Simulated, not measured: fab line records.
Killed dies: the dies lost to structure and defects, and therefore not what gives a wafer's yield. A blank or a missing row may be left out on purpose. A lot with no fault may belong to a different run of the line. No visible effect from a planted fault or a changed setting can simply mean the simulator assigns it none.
Struck lot and sound lot, side by side || flow rit-cmos || 18 steps out of a route of 202
Sound: wafers L714.1, L714.2, L714.3. The struck wafers were L722.1, L722.2, L722.4. Last of all comes the cause.
Each step with rows lists, per side, the tool, then ch with its chambers, then its first start. Under that, the readings that differ: sound wafers || struck wafers || difference of the means || sigmas: that difference in standard deviations of wafers without a fault.
alike: readings with means less than 2 such deviations apart, plus words and numbers identical on both sides. not compared: withheld readings, readings lacking a value on some wafer, bounds such as >300 that could conceal the same value, and numbers that have no deviation in the record and whose values overlap.
Wherever a step has rows on one side only, a row that says differs or no value, or a row with sigmas, the two part there. Numbers that don't overlap but have no deviation are shown without sigmas and don't part them. A reading that every wafer of one side lacks parts them only if that side has two wafers or more.

RIT_CONTACT_OVL_MEAS_09:
  sound on overlay-01 at day 5 11:11; struck on overlay-01 at day 7 04:29
  alike: CONTACT_OVL
then, 1 step without rows for these wafers: RIT_CONTACT_HARDBAKE_10 (time 60 s).
RIT_CONTACT_ETCH_11: etches SiO2 in CHF3/CF4/Ar, stops on TiSi2, target depth 480 nm, time 320 s.
  sound on rie-diel-04 ch 0,1,3, day 5 11:23; struck on rie-diel-01 ch 0,2,3, day 7 04:40
  alike: drypump-motor-current-A, oes-product-au, throttle-valve-pct
  not compared: rf-hours-counter-h
RIT_CONTACT_STRIP_12: strips in O2, time 180 s.
  sound on plasma-asher-01 ch 0,1, day 5 11:34; struck on plasma-asher-02 ch 0,1, day 7 04:52
  alike: drypump-motor-current-A
  not compared: rf-hours-counter-h
RIT_CONTACT_CD_MEAS_90: target cd 1000 nm.
  sound on cd-sem-01 at day 5 11:45; struck on cd-sem-02 at day 7 05:02
  alike: cd-nm
then, 2 steps without rows for these wafers: RIT_CONTACT_CLEAN_13 (cleans in SC1, time 600 s); RIT_CONTACT_CLEAN_14 (cleans in SC2, time 600 s).
RIT_M1_SPUTTER_00: material Al, target thk 400 nm, time 500 s.
  sound on pvd-sputter-04 at day 5 12:15; struck on pvd-sputter-04 at day 7 05:31
  alike: substrate-temp-c, throttle-valve-pct
RIT_M1_RS_MEAS_01: the measuring method here is four-point-probe.
  sound on film-metro-02 at day 5 12:33; struck on film-metro-04 at day 7 05:48
  alike: M1_AL_RS
RIT_M1_THK_MEAS_02: measures by xrf.
  sound on film-metro-02 at day 5 12:40; struck on film-metro-04 at day 7 05:55
  alike: M1_AL_THK
then, 2 steps without rows for these wafers: RIT_M1_HMDS_03 (prime time 60 s); RIT_M1_COAT_04 (resist thk 1300 nm).
RIT_M1_SOFTBAKE_05: time 60 s.
  sound on litho-track-01 ch 0, day 5 13:02; struck on litho-track-04 ch 0, day 7 06:17
{"reading": "heater-power-total-W (W)", "sound": "34.45 34.59 34.52", "struck": "35.59 35.68 35.62", "difference": "+1.11", "sigmas": "+22"}
{"reading": "plate-temp-C (C)", "sound": "89.65 89.84 89.75", "struck": "92.00 91.93 91.86", "difference": "+2.18", "sigmas": "+17"}
{"reading": "model.NOVOLAK_of_M1_COAT_04.thk-nm (nm)", "sound": "1301 1299 1297", "struck": "1303 1304 1302", "difference": "+4", "sigmas": ""}
  alike: resist-line-temp-C
then, 2 steps without rows for these wafers: RIT_M1_EXPOSE_06 (exposes mask M12, target cd 2600 nm); RIT_M1_PEB_07.
RIT_M1_DEVELOP_08: develop time 68 s.
  sound on litho-track-02 ch 0; struck on litho-track-04 ch 0
{"reading": "model.NOVOLAK_of_M1_COAT_04.thk-nm (nm)", "sound": "1300 1298 1296", "struck": "1302 1304 1301", "difference": "+4", "sigmas": ""}
  alike: resist-line-temp-C
RIT_M1_CD_MEAS_09: target cd 2600 nm.
  sound on cd-sem-02 at day 5 13:37; struck on cd-sem-01 at day 7 06:59
  alike: cd-nm
RIT_M1_PROBE_99:
  sound on prober-02 at day 5 16:32; struck on prober-02 at day 7 10:04
  alike: defect-limited-yield, killed_at_M0_to_M3, killed-at-contacts, killed-at-front-end, killed-dies, killed-open, killed-short

== WHERE THEY PART ==
At RIT_M1_SOFTBAKE_05 and nowhere else, as far as this record goes. Later steps at which nothing parts them and some readings are alike: RIT_M1_DEVELOP_08, RIT_M1_CD_MEAS_09, RIT_M1_PROBE_99.

WHY: whatever the simulator had introduced
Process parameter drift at RIT_M1_SOFTBAKE_05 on litho-track-04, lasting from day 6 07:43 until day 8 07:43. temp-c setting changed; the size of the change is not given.
